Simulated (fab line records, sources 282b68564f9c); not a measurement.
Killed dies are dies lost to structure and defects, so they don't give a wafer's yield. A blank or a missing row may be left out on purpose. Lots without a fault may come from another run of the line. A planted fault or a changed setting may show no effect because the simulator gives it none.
Which tool did it? | flow rit_cmos | 14 lots, 42 wafers sampled, at 2 steps of a route of 202

WHAT THE GAUGES READ, wafer by wafer
The record holds no reading of a measuring or inspecting step that can be judged against a usual standard deviation.

WHICH TOOL RAN EACH LOT (tool, then ch and the chambers of the sampled wafers, then the start)
lot  | RIT_M1_METAL_ETCH_12             | RIT_M1_PROBE_99
L289 | rie_metal-01 ch 0,1, day 3 18:09 | -
L291 | rie_metal-04 ch 0,1, day 4 03:16 | -
L292 | rie_metal-01 ch 0,1, day 4 06:02 | prober-01, day 4 08:20
L293 | rie_metal-03 ch 1, day 4 13:13   | -
L294 | rie_metal-04 ch 0,1, day 4 23:22 | -
L296 | rie_metal-03 ch 0,1, day 5 07:40 | -
L297 | rie_metal-04 ch 1, day 5 12:15   | prober-02, day 5 14:33
L299 | rie_metal-03 ch 0,1, day 6 07:05 | -
L301 | rie_metal-01 ch 0,1, day 6 19:23 | -
L302 | rie_metal-03 ch 0,1, day 7 04:53 | -
L303 | rie_metal-01 ch 0,1, day 7 06:34 | prober-02, day 7 08:52
L305 | rie_metal-04 ch 0,1, day 7 20:20 | prober-02, day 7 22:36
L307 | rie_metal-01 ch 1, day 7 20:35   | prober-01, day 8 00:06
L308 | rie_metal-01 ch 1, day 8 07:12   | prober-02, day 8 09:30
- RIT_M1_METAL_ETCH_12: etches Al in Cl2/BCl3, stops on SiO2, time 165 s, target depth 600 nm.
- RIT_M1_PROBE_99

WHAT THE TOOLS THEMSELVES READ (means of the sampled wafers that have a number; where no wafer has one, the mark that the record gives instead)
RIT_M1_METAL_ETCH_12. Usual: drypump_motor_current_A 5.9 A, standard deviation 0.32; he_backside_leak_sccm 3.25 sccm, standard deviation 0.21; oes_product_au 0.767 a.u., standard deviation 0.0099; throttle_valve_pct 8.32 %, standard deviation 0.045.
lot  | tool         | drypump_motor_current_A (A) | he_backside_leak_sccm (sccm) | oes_product_au (a.u.) | throttle_valve_pct (%) | flag
L289 | rie_metal-01 | 6.1                         | 3.31                         | 0.763                 | 8.29                   |
L291 | rie_metal-04 | 5.8                         | 3.44                         | 0.772                 | 8.35                   |
L292 | rie_metal-01 | 6.3                         | 3.35                         | 0.759                 | 8.29                   |
L293 | rie_metal-03 | 5.5                         | 3.03                         | 0.767                 | 8.28                   |
L294 | rie_metal-04 | 5.8                         | 3.37                         | 0.769                 | 8.35                   |
L296 | rie_metal-03 | 5.6                         | 3.15                         | 0.766                 | 8.30                   |
L297 | rie_metal-04 | 5.9                         | 3.32                         | 0.761                 | 8.32                   |
L299 | rie_metal-03 | 5.7                         | 3.04                         | 0.774                 | 8.33                   |
L301 | rie_metal-01 | 6.1                         | 3.38                         | 0.756                 | 8.29                   |
L302 | rie_metal-03 | 5.7                         | 3.18                         | 0.771                 | 8.34                   |
L303 | rie_metal-01 | 6.1                         | 3.19                         | 0.755                 | 8.28                   |
L305 | rie_metal-04 | 5.6                         | 3.52                         | 0.776                 | 8.37                   |
L307 | rie_metal-01 | 6.0                         | 3.30                         | 0.655                 | 8.31                   | OFF
L308 | rie_metal-01 | 6.0                         | 3.28                         | 0.661                 | 8.31                   | OFF

RIT_M1_PROBE_99. Usual: defect_limited_yield 97.3 %, standard deviation 1.1; killed_at_contacts 0.1, standard deviation 0.28; killed_at_front_end 7.1, standard deviation 2.8; killed_dies 7.1, standard deviation 2.9; killed_open 3.4, standard deviation 2; killed_short 3.6, standard deviation 2.1; sort_bin_3_pad_short 0.1 %, standard deviation 0.21; sort_bin_5_function 1.5 %, standard deviation 0.85; sort_bin_6_memory 1.0 %, standard deviation 0.65; sort_n_pass 256.9, standard deviation 2.9; sort_yield_pct 97.3 %, standard deviation 1.1.
lot  | tool      | defect_limited_yield (%) | killed_at_contacts | killed_at_front_end | killed_dies | killed_open | killed_short | sort_bin_3_pad_short (%) | sort_bin_5_function (%) | sort_bin_6_memory (%) | sort_n_pass | sort_yield_pct (%) | flag
L292 | prober-01 | 97.6                     | 0.0                | 6.3                 | 6.3         | 3.0         | 3.3          | 0.1                      | 1.1                     | 1.2                   | 257.7       | 97.6               |
L297 | prober-02 | 98.0                     | 0.0                | 5.3                 | 5.3         | 1.7         | 2.3          | 0.0                      | 1.2                     | 0.9                   | 258.7       | 98.0               |
L303 | prober-02 | 96.8                     | 0.0                | 8.3                 | 8.3         | 4.0         | 3.7          | 0.1                      | 2.3                     | 0.8                   | 255.7       | 96.8               |
L305 | prober-02 | 98.2                     | 0.0                | 4.7                 | 4.7         | 2.7         | 2.0          | 0.1                      | 1.0                     | 0.6                   | 259.3       | 98.2               |
L307 | prober-01 | 97.8                     | 0.0                | 5.7                 | 5.7         | 2.7         | 3.0          | 0.1                      | 1.4                     | 0.6                   | 258.3       | 97.8               |
L308 | prober-02 | 96.1                     | 0.0                | 10.3                | 10.3        | 5.3         | 5.0          | 0.1                      | 2.3                     | 1.5                   | 253.7       | 96.1               |

THE ANSWER, worked out from the rows above alone
Rule: a lot is off if the mean of its wafers that have a number lies more than 3 standard deviations from the usual mean. A lot without any number at a reading at which 4 lots or more have one is off too. The other lots that the step has rows for count as sound. The gauges are gone through in route order, then the tools' own readings, and for those a lot's mean is taken as printed above. The first step at which some lot is off is used, and at that step the reading that is off furthest; a lot without a number counts as furthest.
Off: L307, L308, at RIT_M1_METAL_ETCH_12 (oes_product_au).
A tool fits if, at that step or a process step before it, it ran every lot that is off, and no sound lot after the first of them. One fits: rie_metal-01 at RIT_M1_METAL_ETCH_12. Its last sound lot is L303 (day 7 06:34), its first lot that is off L307 (day 7 20:35): a fault that began between those two fits.
The tool's own readings at RIT_M1_METAL_ETCH_12 bear it out: on the lots that are off they differ by more than 5 times the standard deviation of the sound lots' means. oes_product_au reads 0.658 a.u. there against 0.766 a.u. on the sound lots.

WHAT THE SIMULATOR HAD PUT IN
Process parameter drift: rie_metal-01, from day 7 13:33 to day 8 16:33, at RIT_M1_METAL_ETCH_12. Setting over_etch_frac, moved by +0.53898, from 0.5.
Lots struck among those shown: L307, L308. The rule above found the same.
